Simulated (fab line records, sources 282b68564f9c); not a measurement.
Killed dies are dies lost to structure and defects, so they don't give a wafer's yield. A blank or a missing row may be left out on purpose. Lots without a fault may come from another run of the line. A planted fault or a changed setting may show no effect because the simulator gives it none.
A struck lot beside a sound one | flow rit_cmos | 14 steps out of a route of 202
Sound: wafers L553.1, L553.4, L553.6. Struck: wafers L549.1, L549.4, L549.6. The cause comes at the end.
At each step with rows: each side's tool, then ch and its chambers, then its first start. Under that, the readings that differ: sound wafers | struck wafers | difference of the means | sigmas: that difference in standard deviations of wafers without a fault.
alike: readings whose means differ by less than 2 such deviations, and words and numbers that are the same on both sides. not compared: withheld readings, readings that some wafer has no value for, bounds like >300 that may hide the same value, and numbers for which the record gives no deviation and whose values overlap.
The two part at a step that has a row with sigmas, a row that says differs or no value, or rows on one side only. Numbers that don't overlap but have no deviation are shown without sigmas and don't part them. A reading that every wafer of one side lacks parts them only if that side has two wafers or more.

RIT_SILICIDE_RS_MEAS_02: measures by four-point-probe.
  sound on film_metro-04, day 6 19:29; struck on film_metro-01, day 6 01:07
  alike: SILICIDE_TI_RS
RIT_SILICIDE_THK_MEAS_03: measures by xrf.
  sound on film_metro-04, day 6 19:36; struck on film_metro-01, day 6 01:14
  alike: SILICIDE_TI_THK
RIT_SILICIDE_RTA_04: time 10 s, ramp up 5 s, ramp down 5 s.
  sound on rtp_anneal-02 ch 0, day 6 19:40; struck on rtp_anneal-02 ch 0, day 6 01:17
  alike: anneal_temp_c_max, wafer_temp_C_max
then, 1 step without rows for these wafers: RIT_SILICIDE_WET_ETCH_05 (etches Ti in SPM, time 120 s).
RIT_SILICIDE_RTA_06: time 10 s, ramp up 5 s, ramp down 10 s.
  sound on rtp_anneal-01 ch 0, day 6 19:46; struck on rtp_anneal-01 ch 0, day 6 01:24
  alike: anneal_temp_c_max, wafer_temp_C_max
RIT_CONTACT_CVD_00: deposits SiO2 from TEOS, target thk 400 nm, time 61 s.
  sound on pecvd-01 ch 0,1, day 6 19:50; struck on pecvd-04 ch 0,2, day 6 01:28
  alike: heater_power_w
RIT_CONTACT_THK_MEAS_01:
  sound on film_metro-01, day 6 19:53; struck on film_metro-02, day 6 01:31
  alike: CONTACT_TEOS_THK
then, 5 steps without rows for these wafers: RIT_CONTACT_HMDS_02 (prime time 60 s); RIT_CONTACT_COAT_03 (resist thk 1000 nm); RIT_CONTACT_SOFTBAKE_04 (time 60 s); RIT_CONTACT_EXPOSE_05 (exposes mask M11, target cd 1000 nm); RIT_CONTACT_PEB_06.
RIT_CONTACT_DEVELOP_07: develop time 120 s.
  sound on litho_track-02 ch 0, day 6 20:00; struck on litho_track-02, day 6 02:00
  no value came back on the struck wafers for chill_plate_temp_C (C), develop_time_s (s); on the sound wafers chill_plate_temp_C (C) reads 23.21 23.12 22.98
RIT_CONTACT_CD_MEAS_08: target cd 1000 nm.
  sound on cd_sem-01, day 6 21:05; struck on cd_sem-01, day 6 02:33
  reading    | sound              | struck | difference                    | sigmas
  cd_nm (nm) | 999.4 999.0 1000.5 | - - -  | no value on the struck wafers |

WHERE THEY PART
First at RIT_CONTACT_DEVELOP_07; last, within this record, at RIT_CONTACT_CD_MEAS_08.

WHY: what the simulator had put in
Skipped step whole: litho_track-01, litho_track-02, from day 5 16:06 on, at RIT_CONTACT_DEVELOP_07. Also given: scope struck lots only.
